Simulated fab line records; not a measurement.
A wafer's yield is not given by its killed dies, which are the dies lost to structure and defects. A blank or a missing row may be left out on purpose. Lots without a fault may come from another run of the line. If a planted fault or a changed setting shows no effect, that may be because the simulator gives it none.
Which tool is to blame?	flow berkeley_cmos170	14 lots with 42 wafers sampled at 5 steps, on a route of 331 steps

## WHAT THE GAUGES SHOWED, per wafer
UCB170_NWELL_THK_MEAS_02. Usual: NWELL_OXIDE_THK typically reads 26.6 nm, with standard deviation 0.41.
lot	measured	on	NWELL_OXIDE_THK (nm)	flag
L100	day 2 11:52	film_metro-04	26.5 26.4 26.2	
L101	day 2 18:03	film_metro-01	27.3 27.3 27.0	
L102	day 2 18:03	film_metro-03	26.3 26.1 26.2	
L104	day 3 02:41	film_metro-01	26.4 26.6 27.0	
L106	day 3 17:38	film_metro-03	26.7 26.3 26.6	
L108	day 4 02:05	film_metro-01	26.9 26.6 27.1	
L109	day 4 08:35	film_metro-01	25.8 26.1 26.5	
L110	day 4 08:35	film_metro-03	26.7 26.5 27.2	
L111	day 4 15:41	film_metro-04	26.7 26.7 26.4	
L112	day 4 15:41	film_metro-01	26.7 26.2 26.2	
L114	day 5 09:15	film_metro-01	26.8 26.4 26.7	
L120	day 6 23:20	film_metro-04	26.7 26.5 26.2	
L121	day 6 23:20	film_metro-01	26.4 26.7 26.6	
L122	day 7 06:30	film_metro-03	26.7 26.6 26.3	

UCB170_PLDD_TW_MEAS_11. Usual: PLDD_TW typically reads 1012, with standard deviation 9.9.
lot	measured	on	PLDD_TW	flag
L100	day 8 04:16	film_metro-04	1005 1011 1015	
L101	day 8 04:43	film_metro-02	1027 1031 1024	
L102	day 8 04:29	film_metro-04	1011 1013 1017	
L104	day 8 19:10	film_metro-02	1030 1031 1025	
L106	day 9 03:10	film_metro-04	1015 1014 1009	
L108	day 9 20:23	film_metro-04	1007 1006 1009	
L109	day 9 20:09	film_metro-03	1009 1009 1007	
L110	day 9 20:40	film_metro-04	1007 1007 1013	
L111	day 10 05:53	film_metro-04	1006 1008 1010	
L112	day 10 06:03	film_metro-02	1031 1032 1025	
L114	day 11 06:36	film_metro-04	1005 1006 1005	
L120	day 12 15:11	film_metro-04	980 982 983	OFF
L121	day 12 16:05	film_metro-03	977 971 976 971 977 973	OFF
L122	day 12 19:42	film_metro-02	1025 1030 1031	

UCB170_SDANNEAL_RS_MEAS_04: the measuring method here is four-point-probe. Usual: PLDD_RS typically reads 1031.6 ohm/sq, with standard deviation 2.7.
lot	measured	on	PLDD_RS (ohm/sq)	flag
L100	day 8 17:06	film_metro-02	1033.4 1034.1 1030.4	
L101	day 8 17:30	film_metro-03	1030.7 1035.5 1035.6	
L102	day 8 17:19	film_metro-04	1033.1 1033.7 1030.4	
L104	day 9 11:13	film_metro-02	1026.7 1027.6 1029.5	
L106	day 9 20:40	film_metro-03	1028.1 1029.6 1029.8	
L108	day 10 10:44	film_metro-02	1035.7 1033.2 1035.8	
L109	day 10 09:55	film_metro-02	1027.2 1029.3 1030.2	
L110	day 10 10:23	film_metro-04	1034.4 1032.1 1030.7	
L111	day 10 21:36	film_metro-03	1030.8 1031.4 1032.6	
L112	day 10 21:38	film_metro-04	1031.5 1031.3 1029.4	
L114	day 11 22:31	film_metro-04	1028.8 1029.4 1025.3	
L120	day 13 08:38	film_metro-03	1104.7 1103.9 1108.2 1103.9 1103.6 1106.8	OFF
L121	day 13 10:44	film_metro-02	1104.9 1103.8 1103.3 1104.8 1103.6 1107.4	OFF
L122	day 13 10:42	film_metro-03	1031.3 1032.9 1032.0	

UCB170_CONTACT_OVL_MEAS_16. Usual: CONTACT_OVL typically reads 4 nm, with standard deviation 5.1.
lot	measured	on	CONTACT_OVL (nm)	flag
L100	day 8 23:43	overlay-02	2 1 2	
L101	day 9 00:20	overlay-01	9 4 6	
L102	day 8 23:28	overlay-01	5 5 5	
L104	day 9 15:53	overlay-01	-5 2 11	
L106	day 10 02:21	overlay-02	8 10 1	
L108	day 10 16:43	overlay-02	1 3 1	
L109	day 10 14:26	overlay-01	-1 4 1	
L110	day 10 14:55	overlay-02	8 6 10	
L111	day 11 03:11	overlay-02	3 0 2	
L112	day 11 03:16	overlay-01	19 10 8	
L114	day 12 03:18	overlay-02	7 5 11	
L120	day 13 18:52	overlay-01	-4 8 -5	
L121	day 13 21:44	overlay-01	1 0 7	
L122	day 13 16:46	overlay-02	-1 -1 1	

## WHICH TOOL RAN EACH LOT (tool, then ch and the chambers of the sampled wafers, then the start)
lot	UCB170_PLDD_IMPLANT_09
L100	implanter-02 ch 0, day 8 04:02
L101	implanter-03 ch 0, day 8 04:28
L102	implanter-04 ch 0, day 8 04:14
L104	implanter-04 ch 0, day 8 18:58
L106	implanter-04 ch 0, day 9 02:57
L108	implanter-02 ch 0, day 9 20:08
L109	implanter-03 ch 0, day 9 19:55
L110	implanter-04 ch 0, day 9 20:26
L111	implanter-04 ch 0, day 10 05:39
L112	implanter-02 ch 0, day 10 05:49
L114	implanter-03 ch 0, day 11 06:23
L120	implanter-03 ch 0, day 12 14:56
L121	implanter-03 ch 0, day 12 15:50
L122	implanter-04 ch 0, day 12 19:27
- UCB170_PLDD_IMPLANT_09

## WHAT THE TOOLS THEMSELVES READ (means of the sampled wafers that have a number; where no wafer has one, the mark that the record gives instead)
UCB170_PLDD_IMPLANT_09. Usual: beam_energy_keV 10.000, standard deviation 0.003; dose_ions_cm2 5e+13, standard deviation 5.8e+10; faraday_current_uA 158, standard deviation 3.3.
lot	tool	beam_energy_keV	dose_ions_cm2	faraday_current_uA	flag
L100	implanter-02	10.000	5e+13	158	
L101	implanter-03	10.000	5e+13	158	
L102	implanter-04	9.998	5e+13	159	
L104	implanter-04	10.001	5e+13	160	
L106	implanter-04	9.997	5e+13	159	
L108	implanter-02	9.996	5e+13	157	
L109	implanter-03	10.000	5e+13	158	
L110	implanter-04	10.004	5e+13	157	
L111	implanter-04	10.000	5e+13	155	
L112	implanter-02	9.998	5e+13	160	
L114	implanter-03	10.001	5e+13	159	
L120	implanter-03	10.000	4e+13	128	OFF
L121	implanter-03	9.999	4e+13	133	OFF
L122	implanter-04	10.003	5e+13	159	

## THE ANSWER, worked out from the rows above alone
Rule: take the mean of a lot's wafers that have a number; if it is more than 3 standard deviations from the usual mean, the lot is off. A lot without any number at a reading at which 4 lots or more have one is off too. Any other lot the step has rows for is counted as sound. After the gauges, taken in route order, come the tools' own readings; for these a lot's mean is taken, as printed above. At the first step where some lot is off, the reading lying furthest off is the one used; lots without a number count as furthest.
Off: at UCB170_PLDD_TW_MEAS_11 (PLDD_TW), L120, L121.
If a tool, at a process step before that reading, ran all the lots that are off and no sound lot after the first of them, it fits. Not tried: the gauges at UCB170_PLDD_TW_MEAS_11; whatever is off there is also off at UCB170_PLDD_IMPLANT_09, on other tools, and gauge error can't account for it. One fits: implanter-03 at UCB170_PLDD_IMPLANT_09. A fault onset in the window from L114 (day 11 06:23, its last sound lot) to L120 (day 12 14:56, its first lot off) fits.
The tool's own readings at UCB170_PLDD_IMPLANT_09 bear it out: on the lots that are off they differ by more than 5 times the standard deviation of the sound lots' means. dose_ions_cm2 reads 4e+13 there against 5e+13 on the sound lots; faraday_current_uA reads 130 there against 158 on the sound lots.

## WHAT WAS PUT IN BY THE SIMULATOR
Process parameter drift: implanter-03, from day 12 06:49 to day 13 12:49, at UCB170_PLDD_IMPLANT_09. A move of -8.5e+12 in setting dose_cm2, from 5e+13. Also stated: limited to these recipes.
Shown lots that were struck: L120, L121. Same finding as the rule above.
